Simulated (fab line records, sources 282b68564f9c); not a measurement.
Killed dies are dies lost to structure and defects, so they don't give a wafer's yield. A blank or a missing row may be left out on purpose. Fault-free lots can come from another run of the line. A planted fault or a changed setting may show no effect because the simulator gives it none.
Split-lot experiment	flow rit cmos	on a route of 202 steps: 5 lots, 23 wafers read

## THE SPLIT
At RIT_SILICIDE_SPUTTER_01 (material Ti, target thk 30 nm, time 240 s), the setting time s was moved away from the recipe's 240 s on 10 of the 23 wafers read, by -6.1% to +11.2%. For the rest of the wafers, this setting stayed at what the recipe calls for.

## FROM THE SPLIT ON TO THE READING: in between, the file shows 1 step
- RIT_SILICIDE_RS_MEAS_02: measures by four-point-probe

## THE READING
SILICIDE_TI_THK, in nm, at RIT_SILICIDE_THK_MEAS_03 (measures by xrf). On this fab line, fault-free wafers typically give 30.0 nm with a standard deviation of 0.3 nm.

wafer	tool, chamber at the split	time s as run, s	against the recipe	SILICIDE_TI_THK, nm	against lot-mates on the recipe
L074.1	pvd sputter-01, -	225.3	-6.1%	28.1	-1.5
L074.3	pvd sputter-01, -	240	recipe	29.5	-
L074.4	pvd sputter-01, -	240	recipe	29.8	-
L074.5	pvd sputter-01, -	225.3	-6.1%	28.1	-1.5
L074.6	pvd sputter-01, -	225.3	-6.1%	27.8	-1.8
L075.1	pvd sputter-04, -	240	recipe	30.1	-
L075.2	pvd sputter-04, -	240	recipe	30.2	-
L075.3	pvd sputter-04, -	253.4	+5.6%	31.8	+1.7
L075.4	pvd sputter-04, -	253.4	+5.6%	31.8	+1.7
L075.6	pvd sputter-04, -	240	recipe	30.1	-
L077.1	pvd sputter-04, -	240	recipe	30.2	-
L077.2	pvd sputter-04, -	240	recipe	30.5	-
L077.3	pvd sputter-04, -	228.7	-4.7%	28.8	-1.5
L077.4	pvd sputter-04, -	240	recipe	30.2	-
L077.5	pvd sputter-04, -	228.7	-4.7%	28.9	-1.4
L080.1	pvd sputter-02, -	240	recipe	29.8	-
L080.4	pvd sputter-02, -	240	recipe	30.3	-
L080.6	pvd sputter-02, -	240	recipe	29.8	-
L082.1	pvd sputter-02, -	266.9	+11.2%	33.2	+3.3
L082.2	pvd sputter-02, -	266.9	+11.2%	33.4	+3.5
L082.3	pvd sputter-02, -	240	recipe	30.2	-
L082.4	pvd sputter-02, -	266.9	+11.2%	32.9	+3.0
L082.5	pvd sputter-02, -	240	recipe	29.6	-

FIT RESULTS
A straight line over all 23 wafers: SILICIDE_TI_THK changes by +0.292 nm for each +1% of time s; r = +0.98; the points scatter about the line by 0.27 nm.
The same after taking each lot's own level away (the mean of its wafers on the recipe; 23 wafers): +0.289 nm for each +1%; r = +0.99; scatter 0.18 nm.
According to that fit, moving time s by its largest amount changes the reading by 3.2 nm.
Measured against the standard deviation above, the lots' own levels, which go from 29.65 to 30.30 nm, span 2.2 times it.
The two slopes are in agreement: the lot-to-lot level therefore moves the slope only a little.
Check: with one of the wafers moved furthest among these (+11.2%) left out of the fit, the line predicts +3.24 nm for it against its lot-mates. It came out at +3.3 nm against them.

## ADDITIONAL SPLITS CARRIED BY THESE WAFERS
Other splits were also applied to these wafers ahead of the reading. Each is held against what the fit with the lots' levels taken away leaves over:
other split on the same wafers	wafers away from the commonest value	r with SILICIDE_TI_THK (lot level and that fit taken away)
RIT_PSD_SOFTBAKE_02 temp c	5	-0.22

## THE WHOLE CHAIN: every reading that the file lists as answering this split, in the file's order
step	what it does	reading	change (the file's fit)	r (the file's)
RIT_SILICIDE_SPUTTER_01	material Ti, target thk 30 nm, time 240 s	Ti_of_SILICIDE_SPUTTER_01.thk nm (the simulator's own value, which no gauge read)	+0.294 nm for each +1% of the setting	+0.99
RIT_SILICIDE_RS_MEAS_02	measures by four-point-probe	SILICIDE_TI_RS	-0.551 for each +1% of the setting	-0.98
RIT_SILICIDE_THK_MEAS_03	measures by xrf	SILICIDE_TI_THK	+0.295 for each +1% of the setting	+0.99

## FILE'S OWN FIT
SILICIDE_TI_THK changes by +0.295 nm for each +1% of time s, r = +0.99.
